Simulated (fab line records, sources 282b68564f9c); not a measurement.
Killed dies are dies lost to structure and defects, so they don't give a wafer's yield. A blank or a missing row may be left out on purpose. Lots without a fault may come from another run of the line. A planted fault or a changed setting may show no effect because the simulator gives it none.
A struck lot beside a sound one | flow rit_cmos | 15 steps out of a route of 202
Sound: wafers L142.2, L142.5, L142.6. Struck: wafers L148.1, L148.3, L148.4. The cause comes at the end.
At each step with rows: each side's tool, then ch and its chambers, then its first start. Under that, the readings that differ: sound wafers | struck wafers | difference of the means | sigmas: that difference in standard deviations of wafers without a fault.
alike: readings whose means differ by less than 2 such deviations, and words and numbers that are the same on both sides. not compared: withheld readings, readings that some wafer has no value for, bounds like >300 that may hide the same value, and numbers for which the record gives no deviation and whose values overlap.
The two part at a step that has a row with sigmas, a row that says differs or no value, or rows on one side only. Numbers that don't overlap but have no deviation are shown without sigmas and don't part them. A reading that every wafer of one side lacks parts them only if that side has two wafers or more.

first, 1 step without rows for these wafers: RIT_SDANNEAL_CLEAN_02 (cleans in SC2, time 600 s).
RIT_SDANNEAL_RTA_03: time 5 s.
  sound on rtp_anneal-01 ch 0, day 5 04:50; struck on rtp_anneal-01 ch 0, day 6 11:11
  alike: anneal_temp_c_max, wafer_temp_C_max
RIT_SDANNEAL_RS_MEAS_04: measures by four-point-probe.
  sound on film_metro-04, day 5 04:55; struck on film_metro-02, day 6 11:15
  alike: PSD_RS
RIT_SDANNEAL_RS_MEAS_05: measures by four-point-probe.
  sound on film_metro-04, day 5 05:02; struck on film_metro-02, day 6 11:22
  reading         | sound             | struck            | difference | sigmas
  NSD_RS (ohm/sq) | 83.73 84.06 83.80 | 84.30 84.46 84.57 | +0.58      | +2
RIT_SDANNEAL_RS_MEAS_06: measures by four-point-probe.
  sound on film_metro-04, day 5 05:09; struck on film_metro-02, day 6 11:29
  alike: PLDD_RS
RIT_SDANNEAL_RS_MEAS_07: measures by four-point-probe.
  sound on film_metro-04, day 5 05:16; struck on film_metro-02, day 6 11:37
  alike: NLDD_RS
then, 1 step without rows for these wafers: RIT_SILICIDE_WET_ETCH_00 (etches SiO2 in BOE, target depth 14 nm, time 15 s).
RIT_SILICIDE_SPUTTER_01: material Ti, target thk 30 nm, time 240 s.
  sound on pvd_sputter-01, day 5 05:23; struck on pvd_sputter-03, day 6 11:44
  alike: substrate_temp_c, throttle_valve_pct
RIT_SILICIDE_RS_MEAS_02: measures by four-point-probe.
  sound on film_metro-02, day 5 05:33; struck on film_metro-03, day 6 11:53
  alike: SILICIDE_TI_RS
RIT_SILICIDE_THK_MEAS_03: measures by xrf.
  sound on film_metro-02, day 5 05:40; struck on film_metro-03, day 6 12:01
  alike: SILICIDE_TI_THK
RIT_SILICIDE_RTA_04: time 10 s, ramp up 5 s, ramp down 5 s.
  sound on rtp_anneal-02 ch 0, day 5 05:43; struck on rtp_anneal-02 ch 0, day 6 12:04
  alike: anneal_temp_c_max, wafer_temp_C_max
then, 1 step without rows for these wafers: RIT_SILICIDE_WET_ETCH_05 (etches Ti in SPM, time 120 s).
RIT_SILICIDE_RTA_06: time 10 s, ramp up 5 s, ramp down 10 s.
  sound on rtp_anneal-01 ch 0, day 5 05:50; struck on rtp_anneal-01 ch 0, day 6 12:11
  reading          | sound             | struck            | difference | sigmas
  wafer_temp_C_max | 755.6 756.9 755.2 | 763.6 764.2 761.9 | +7.3       | +5
RIT_CONTACT_CVD_00: deposits SiO2 from TEOS, target thk 400 nm, time 61 s.
  sound on pecvd-04 ch 0,1, day 5 05:53; struck on pecvd-04 ch 0,2, day 6 12:15
  alike: heater_power_w
RIT_M1_PROBE_99:
  sound on prober-01, day 5 12:34; struck on prober-01, day 6 18:48
  reading                           | sound             | struck            | difference | sigmas
  model.etest.npoly_sal.rs_ohm_sq   | 4.322 4.327 4.328 | 4.078 4.149 4.096 | -0.218     |
  model.etest.pplus_sal.rs_ohm_sq   | 4.243 4.28 4.296  | 4.044 4.167 4.071 | -0.179     |
  model.etest.ppoly_sal.rs_ohm_sq   | 4.276 4.308 4.299 | 4.062 4.094 4.1   | -0.209     |
  model.etest.nplus_sal.rs_ohm_sq   | 4.248 4.25 4.295  | 4.047 4.109 4.05  | -0.196     |
  model.etest.pplus_sal.line_ohm_um | 1.243 1.248 1.256 | 1.184 1.195 1.186 | -0.061     |
  model.etest.nplus_sal.line_ohm_um | 1.239 1.244 1.247 | 1.159 1.188 1.177 | -0.069     |
  model.etest.contact_nplus.rc_ohm  | 1.39 1.358 1.368  | 1.322 1.355 1.325 | -0.038     |
  alike: killed_at_contacts, killed_at_front_end, killed_dies, killed_open, killed_short
  not compared: model.etest.contact_pplus.rc_ohm

WHERE THEY PART
First at RIT_SDANNEAL_RS_MEAS_05; last, within this record, at RIT_SILICIDE_RTA_06. Later steps at which nothing parts them and some readings are alike: RIT_CONTACT_CVD_00, RIT_M1_PROBE_99.

WHY: what the simulator had put in
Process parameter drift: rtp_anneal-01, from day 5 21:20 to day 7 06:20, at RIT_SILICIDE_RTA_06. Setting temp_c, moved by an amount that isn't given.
